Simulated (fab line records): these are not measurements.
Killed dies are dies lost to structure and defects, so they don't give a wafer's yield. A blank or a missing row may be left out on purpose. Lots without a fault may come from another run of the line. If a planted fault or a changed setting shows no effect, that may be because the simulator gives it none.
What tool caused it? ; flow ritCmos ; 7 lots, 21 wafers sampled, at 1 step of a route of 202

== WHAT THE GAUGES SHOWED, per wafer ==
RIT_ACTIVE_BOW_MEAS_00.
lot;measured;on;INCOMING_BOW (um)
L661;day 1 15:00;filmMetro-01;6 1 2
L664;day 2 06:02;filmMetro-02;5 2 -8
L666;day 2 16:01;filmMetro-03;-12 3 13
L668;day 3 02:02;filmMetro-03;0 4 3
L672;day 3 22:00;filmMetro-02;5 6 -7
L679;day 5 09:00;filmMetro-01;-2 -4 -4
L682;day 6 00:00;filmMetro-02;-3 8 0

== EACH LOT AND THE TOOL THAT RAN IT (in order: tool; ch and the chambers of the sampled wafers; start) ==
Before these readings, the record contains no process step.

== THE ANSWER, worked out from the rows above alone ==
Rule: what is usual is taken from the lots themselves. Put in order of their means at a reading, lots are off if they are a third of the lots or fewer, leave a main group of 4 or more, and stand apart from it by a gap of 3 or more times the standard deviation of the main group's means; of several such gaps the widest counts. The tables above print the reading to a certain number of digits; a main group whose means all agree to those digits is not used. A lot without any number at a reading at which 4 lots or more have one is off too. All remaining lots with rows at the step are treated as sound.
Across all readings shown, no lot is off: no conclusion can be drawn from this.

== WHAT WAS PUT IN BY THE SIMULATOR ==
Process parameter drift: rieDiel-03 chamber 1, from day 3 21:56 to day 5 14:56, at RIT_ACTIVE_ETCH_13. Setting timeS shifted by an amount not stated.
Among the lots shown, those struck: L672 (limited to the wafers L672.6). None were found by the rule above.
